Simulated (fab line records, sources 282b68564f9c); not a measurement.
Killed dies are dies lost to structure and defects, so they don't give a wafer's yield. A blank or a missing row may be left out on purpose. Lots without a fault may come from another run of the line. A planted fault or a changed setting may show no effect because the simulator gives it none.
fab line records | flow rit_cmos
record lots=15 wafers=45 last_day=19
route steps=202 shown PLDD@122
lots that met no fault: from a run of the same line without faults
start_h: hours from the record's first day to the start of the lot's first wafer shown | wait_h: hours since the lot's step before | " the same as in the row above | L1.1+2: a row that stands for several wafers | - no value, or no start given | * or withheld: withheld | < > ~ a bound
route shown NAME@n: a module of which the file shows steps, and the number in the route of the first | usual: mean/standard deviation of fault-free wafers | same: alike in all rows | chamber/n: place in a boat | sites: the reading at each site | _std_site: their standard deviation | _edge_site: outer sites' mean less inner sites' | radius_mm: how far each site lies from the wafer's centre | mask NAME#n: copy n | behind: the tool/chamber that last shaped the wafer | hold: why the lot was held/for how many hours/how that ended | device: the transistor (n, p or np) that didn't switch | end of line: the same wafers' tests at the end of the route | a step without rows: its recipe alone | killed: dies lost to structure and defects at the first sort, not the wafer's yield | map: a wafer's dies, x killed, . not, _ none there
set.NAME: the setting as run; set.NAME@STEP: as run at that earlier step | model.NAME: the simulator's own value behind a step, which no gauge read
steps of the route over a sample of lots; a table a step, a row a wafer
services: from which hour (start_h, from the record's first day; less than 0 if before it) a tool's chamber was out of use, for how many hours, and why
## steps
# step RIT_PLDD_IMPLANT_08
# recipe species=BF2 energy_kev=20 dose_cm2=9e+14 tilt_deg=7
# usual beam_on_s=10.00/0.18 tilt_deg=7.001/0.019
# columns lot.wafer tool chamber start_h wait_h beam_on_s tilt_deg
L406.1 implanter-02 0 48.13 0.1 9.96 7.040
L406.3 " 0 " " 10.17 7.002
L406.4 " 0 " " 10.33 6.988
L407.2 implanter-02 0 60.30 0.1 10.10 7.014
L407.4 " 0 " " 10.12 7.039
L407.6 " 0 " " 10.02 7.000
L408.1 implanter-01 0 67.33 0.1 10.06 6.977
L408.2 " 0 " " 9.80 6.955
L408.6 " 0 " " 10.15 6.995
L409.1 implanter-03 0 74.17 0.1 10.04 7.039
L409.2 " 0 " " 9.62 7.030
L409.5 " 0 " " 9.88 7.050
L412.2 implanter-02 0 86.44 0.1 10.00 7.779
L412.5 " 0 " " 9.89 7.812
L412.6 " 0 " " 10.20 7.786
L413.1 implanter-02 0 89.55 0.1 10.02 7.766
L413.4 " 0 " " 9.96 7.785
L413.5 " 0 " " 10.12 7.778
L414.1 implanter-01 0 104.21 0.1 9.93 6.998
L414.2 " 0 " " 9.91 7.001
L414.4 " 0 " " 10.14 7.016
L415.3 implanter-02 0 104.62 0.1 10.23 7.787
L415.4 " 0 " " 10.31 7.777
L415.5 " 0 " " 9.82 7.786
L418.1 implanter-01 0 119.08 0.1 10.17 7.023
L418.4 " 0 " " 9.98 7.023
L418.6 " 0 " " 10.28 6.983
L419.2 implanter-03 0 122.76 0.1 9.65 6.978
L419.4 " 0 " " 9.96 6.983
L419.5 " 0 " " 9.84 6.990
L420.2 implanter-01 0 126.64 0.1 9.63 6.974
L420.4 " 0 " " 9.97 6.988
L420.6 " 0 " " 9.89 7.030
L422.1 implanter-03 0 134.51 0.1 9.67 6.992
L422.2 " 0 " " 9.70 6.999
L422.3 " 0 " " 9.83 7.009
L425.4 implanter-03 0 148.95 0.1 10.11 6.967
L425.5 " 0 " " 10.09 7.016
L425.6 " 0 " " 10.32 7.011
L428.2 implanter-03 0 159.85 0.1 10.26 7.000
L428.5 " 0 " " 9.83 6.986
L428.6 " 0 " " 9.98 6.980
L427.2 implanter-03 0 434.76 0.1 10.17 6.994
L427.4 " 0 " " 10.21 7.010
L427.5 " 0 " " 10.04 6.975
# step RIT_SDANNEAL_RS_MEAS_06
# recipe thk_meas_gauge=four-point-probe
# usual PLDD_RS=178.7/0.49
# columns lot.wafer tool chamber start_h wait_h PLDD_RS[ohm/sq]
L406.1 film_metro-03 - 54.71 0.1 179.0
L406.3 " - " " 178.9
L406.4 " - " " 178.9
L407.2 film_metro-01 - 67.77 0.1 179.3
L407.4 " - " " 179.2
L407.6 " - " " 178.7
L408.1 film_metro-03 - 74.10 0.1 178.9
L408.2 " - " " 179.2
L408.6 " - " " 179.5
L409.1 film_metro-04 - 80.90 0.1 178.5
L409.2 " - " " 178.5
L409.5 " - " " 178.7
L412.2 film_metro-01 - 92.95 0.1 -
L412.5 " - " " -
L412.6 " - " " -
L413.1 film_metro-01 - 96.11 0.1 -
L413.4 " - " " -
L413.5 " - " " -
L414.1 film_metro-03 - 110.98 0.1 179.3
L414.2 " - " " 178.5
L414.4 " - " " 178.9
L415.3 film_metro-04 - 111.36 0.1 -
L415.4 " - " " -
L415.5 " - " " -
L418.1 film_metro-04 - 126.57 0.1 178.3
L418.4 " - " " 178.6
L418.6 " - " " 178.5
L419.2 film_metro-01 - 130.38 0.1 178.8
L419.4 " - " " 178.7
L419.5 " - " " 179.3
L420.2 film_metro-01 - 133.45 0.1 178.1
L420.4 " - " " 178.8
L420.6 " - " " 178.8
L422.1 film_metro-01 - 141.59 0.1 178.0
L422.2 " - " " 178.0
L422.3 " - " " 178.1
L425.4 film_metro-04 - 155.96 0.1 178.8
L425.5 " - " " 179.2
L425.6 " - " " 178.4
L428.2 film_metro-04 - 166.30 0.1 178.3
L428.5 " - " " 179.1
L428.6 " - " " 178.3
L427.2 film_metro-01 - 442.24 0.1 178.8
L427.4 " - " " 179.0
L427.5 " - " " 178.4
## services
# columns tool chamber start_h hours kind
implanter-01 - 30.53 3.9 pm
implanter-02 - 34.70 0.8 repair
implanter-01 - 97.06 5.9 repair
implanter-03 - 99.37 18.6 repair
implanter-02 - 101.02 1.8 repair
implanter-02 - 190.79 1.1 repair
implanter-03 - 197.32 2.6 repair
implanter-03 - 204.08 2.3 repair
implanter-03 - 243.19 1.1 repair
implanter-03 - 259.04 85.8 pm
implanter-02 - 341.86 5.4 pm
implanter-02 - 347.35 5.4 pm
implanter-02 - 378.45 64.7 pm
implanter-01 - 433.68 3.0 pm
## key
first_sign step=RIT_PLDD_IMPLANT_08 reading=tilt_deg direction=up sigmas=41 usual=7.001 struck=7.784
effect step=RIT_SDANNEAL_RS_MEAS_06 reading=PLDD_RS direction=missing
met_at RIT_PLDD_IMPLANT_08
struck_lots L412,L413,L415
tester_left_out L412,L413,L415
onset_between 60.30 86.44
fault kind=process_parameter_drift tool=implanter-02 chamber=- onset_h=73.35 steps=RIT_PLDD_IMPLANT_08 channel=tilt_deg offset=0.78201 shape=step end_h=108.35 acts_in=these_recipes_only stated=7
# tester_left_out: of these lots the tester's yield and bins aren't shown, on N5 and GAA mostly nor the transistor test; their killed dies are dies lost to structure and defects alone, not to doping, threshold or leakage, so they don't give the yield
